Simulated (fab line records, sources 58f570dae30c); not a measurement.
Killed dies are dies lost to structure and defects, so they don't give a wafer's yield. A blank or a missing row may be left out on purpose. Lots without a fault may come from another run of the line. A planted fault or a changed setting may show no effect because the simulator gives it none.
Chamber matching | flow berkeley_cmos170 | UCB170_V2_CMP_02 on cmp-02: 4 sister chambers
The step polishes SiO2. 16 wafers are shown with their chamber, then 8 later ones without.

WAFERS WITH THEIR CHAMBER
wafer  | chamber | motor_current_A (A)
L783.1 | 0       | 16.8
L783.5 | 0       | 16.7
L783.6 | 3       | 14.7
L785.2 | 3       | 15.1
L785.4 | 1       | 19.1
L785.6 | 1       | 17.6
L784.1 | 1       | 18.3
L784.2 | 3       | 15.0
L784.6 | 1       | 17.5
L786.2 | 3       | 15.5
L786.4 | 2       | 14.8
L786.6 | 2       | 15.0
L792.1 | 2       | 16.0
L792.2 | 1       | 18.4
L792.3 | 3       | 15.0
L796.2 | 3       | 15.5

SIGNATURES (means of the wafers above)
reading         | chamber 0 | chamber 1 | chamber 2 | chamber 3 | scatter within a chamber
motor_current_A | 16.750    | 18.180    | 15.267    | 15.133    | 0.503
Rule: a wafer's distance from a chamber is the root of the sum, over the readings, of the square of ((its reading less the chamber's mean) divided by the reading's scatter). The wafer belongs to the nearest chamber; if the next one is less than 2 further off, it can't be placed. The scatter: the root of (the sum of the squares of (reading less its chamber's mean) over the shown wafers, divided by (wafers less chambers)).

WAFERS WITHOUT THEIR CHAMBER
wafer  | motor_current_A (A)
L796.4 | 14.6
L796.6 | 14.7
L803.1 | 18.0
L803.4 | 15.3
L803.6 | 15.1
L804.1 | 16.3
L804.2 | 16.3
L804.3 | 17.3

WHICH CHAMBER EACH WENT THROUGH
wafer  | from the rows above          | in truth
L796.4 | can't be placed: 3 or 2      | 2
L796.6 | can't be placed: 3 or 2      | 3
L803.1 | 1                            | 1
L803.4 | can't be placed: 2 or 3      | 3
L803.6 | can't be placed: 3 or 2      | 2
L804.1 | can't be placed: 0 or 2 or 3 | 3
L804.2 | can't be placed: 0 or 2 or 3 | 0
L804.3 | can't be placed: 0 or 1      | 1
Placed correctly: 1 of 8. Can't be placed from these rows: 7 (the true chamber is among the candidates in 7). Placed wrongly: 0.
